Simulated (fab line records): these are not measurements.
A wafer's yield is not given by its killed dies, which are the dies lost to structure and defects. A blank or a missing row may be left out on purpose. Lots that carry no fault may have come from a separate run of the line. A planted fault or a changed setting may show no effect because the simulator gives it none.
Problem report in the 8D (eight disciplines) form, filled by code | flow rit cmos | the parts of the form that need people (team, actions taken, sign-off) are left out

1. THE ISSUE
Wafers without a fault read 1.999, standard deviation 0.022; chamber o2 ppm at RIT_SILICIDE_RTA_04 reads a mean of 1502.000 on 6 wafers belonging to 2 lots. So: +99 or more standard deviations from the usual mean.
The step: time 10 s, ramp up 5 s, ramp down 5 s.
First seen on wafer L852.1, day 7 03:55, on rtp anneal-01. At this step, 18 wafers from 6 lots have a number in the record. Rule for "out", or "out of limits": more than 4 standard deviations from the usual mean. Any other wafer with a number is counted as sound.

2. WHAT IT IS, WHAT IT ISN'T
question                    | is                     | is not
which readings at this step | chamber o2 ppm         | anneal temp c max, wafer_temp_C_max
which lots                  | L852, L854             | L833, L839, L840, L846
which wafers of those lots  | all that have a number | -
read on which tools         | rtp anneal-01          | rtp anneal-02
when                        | from day 7 03:55       | up to then (12 sound wafers)

3. THE SUSPECTS, EACH WITH WHAT RULES IT OUT
Counting: a tool at a process step up to the reading stays a suspect if it ran every lot that is out and no sound lot after the first of them.
- rtp anneal-02 at RIT_SDANNEAL_RTA_03 (time 5 s): kept. All lots that are out passed through it, beginning with L852 at day 7 03:01, and no sound lot followed; its final sound lot before that point was L846 at day 5 23:33.
- pvd sputter-04 at RIT_SILICIDE_SPUTTER_01 (material Ti, target thk 30 nm, time 240 s): kept. All lots that are out passed through it, beginning with L852 at day 7 03:34, and no sound lot followed; its final sound lot before that point was L846 at day 6 00:06.
- rtp anneal-01 at RIT_SILICIDE_RTA_04 (time 10 s, ramp up 5 s, ramp down 5 s): kept. All lots that are out passed through it, beginning with L852 at day 7 03:55, and no sound lot followed; its final sound lot before that point was L846 at day 6 00:26. On those wafers its own readings are out: chamber o2 ppm.
The count leaves rtp anneal-02 at RIT_SDANNEAL_RTA_03, pvd sputter-04 at RIT_SILICIDE_SPUTTER_01, and rtp anneal-01 at RIT_SILICIDE_RTA_04.

4. THE CAUSE (what the simulator had put in)
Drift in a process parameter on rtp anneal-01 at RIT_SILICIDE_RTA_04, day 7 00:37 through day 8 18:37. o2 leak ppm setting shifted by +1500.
Counting left 3 suspects, and this tool is among them.

5. THE CHAIN OF EFFECTS, in route order
Each row: a reading where the mean over the struck wafers with a number is more than 3 standard deviations away from the usual. Only readings for which the record gives a usual standard deviation are gone through. hours: the time from each lot's start at the first step in this table that gives one to its start at this step, as a median over the lots. sigmas: the change in usual standard deviations.
hours | step                | reading        | usual | on struck wafers | change    | sigmas
0     | RIT_SILICIDE_RTA_04 | chamber o2 ppm | 1.999 | 1502.000         | +1500.001 | +99 or more
Here are the process steps it includes:
- RIT_SILICIDE_RTA_04: time 10 s, ramp up 5 s, ramp down 5 s.

6. WHAT WOULD HAVE CAUGHT IT SOONER
First out-of-limits reading in this record: day 7 03:55, which is 3 hours after fault onset at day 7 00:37.
